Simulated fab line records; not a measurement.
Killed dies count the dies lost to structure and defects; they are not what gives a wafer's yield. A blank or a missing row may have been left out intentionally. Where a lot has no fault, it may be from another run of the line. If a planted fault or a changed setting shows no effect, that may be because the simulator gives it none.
Split-lot experiment	flow rit-cmos	23 wafers read from 5 lots, route of 202 steps

## ABOUT THE SPLIT
At RIT_GATE_CVD_08 (deposits poly-Si from SiH4, target thk 250 nm, time 2220 s), the setting temp-c was moved away from the recipe's 610 C on 20 of the 23 wafers read, by -2.9% to +1.1%. For the rest of the wafers, this setting stayed at what the recipe calls for.

Between the split and the reading, the file records no step.

## THE READING
GATE_POLY_THK in nanometres, read at RIT_GATE_THK_MEAS_09. A value of 250.4 nm with a standard deviation of 2.5 nm is what fault-free wafers of this fab line usually give.

wafer	tool, chamber at the split	temp-c as run, C	against the recipe	GATE_POLY_THK, nm	against lot-mates on the recipe
L075.1	-, -	603.1	-1.1%	214.6	no lot-mate on the recipe
L075.2	-, -	603.1	-1.1%	211.4	no lot-mate on the recipe
L075.3	-, -	603.1	-1.1%	212.7	no lot-mate on the recipe
L075.5	-, -	603.1	-1.1%	211.7	no lot-mate on the recipe
L075.6	-, -	603.1	-1.1%	212.9	no lot-mate on the recipe
L076.1	lpcvd-01, 1	610	recipe	250.8	-
L076.3	lpcvd-01, 1	610	recipe	250.0	-
L076.6	lpcvd-01, 1	610	recipe	249.2	-
L077.1	-, -	616.5	+1.1%	293.3	no lot-mate on the recipe
L077.3	-, -	616.5	+1.1%	293.5	no lot-mate on the recipe
L077.4	-, -	616.5	+1.1%	294.5	no lot-mate on the recipe
L077.5	-, -	616.5	+1.1%	290.6	no lot-mate on the recipe
L077.6	-, -	616.5	+1.1%	294.2	no lot-mate on the recipe
L080.1	-, -	592.2	-2.9%	161.5	no lot-mate on the recipe
L080.2	-, -	592.2	-2.9%	161.8	no lot-mate on the recipe
L080.3	-, -	592.2	-2.9%	160.6	no lot-mate on the recipe
L080.4	-, -	592.2	-2.9%	164.1	no lot-mate on the recipe
L080.6	-, -	592.2	-2.9%	161.9	no lot-mate on the recipe
L084.1	-, -	604.1	-1.0%	216.2	no lot-mate on the recipe
L084.2	-, -	604.1	-1.0%	213.6	no lot-mate on the recipe
L084.4	-, -	604.1	-1.0%	213.8	no lot-mate on the recipe
L084.5	-, -	604.1	-1.0%	212.6	no lot-mate on the recipe
L084.6	-, -	604.1	-1.0%	214.2	no lot-mate on the recipe

FIT RESULTS
A straight line over all 23 wafers: GATE_POLY_THK changes by +32.9 nm for each +1% of temp-c; r = +0.99; the points scatter about the line by 5.4 nm.
Too few moved wafers with a lot-mate on the recipe to fit a line net of each lot's own level.

## THE WHOLE CHAIN: every reading that the file lists as answering this split, in the file's order
step	what it does	reading	change (the file's fit)	r (the file's)
RIT_GATE_CVD_08	deposits poly-Si from SiH4, target thk 250 nm, time 2220 s	poly-Si_of_GATE_CVD_08.thk-nm (the simulator's own value, which no gauge read)	+32.9 nm for each +1% of the setting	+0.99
RIT_GATE_THK_MEAS_09		GATE_POLY_THK	+32.9 for each +1% of the setting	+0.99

## FILE'S OWN FIT
GATE_POLY_THK changes by +32.9 nm for each +1% of temp-c, r = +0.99.
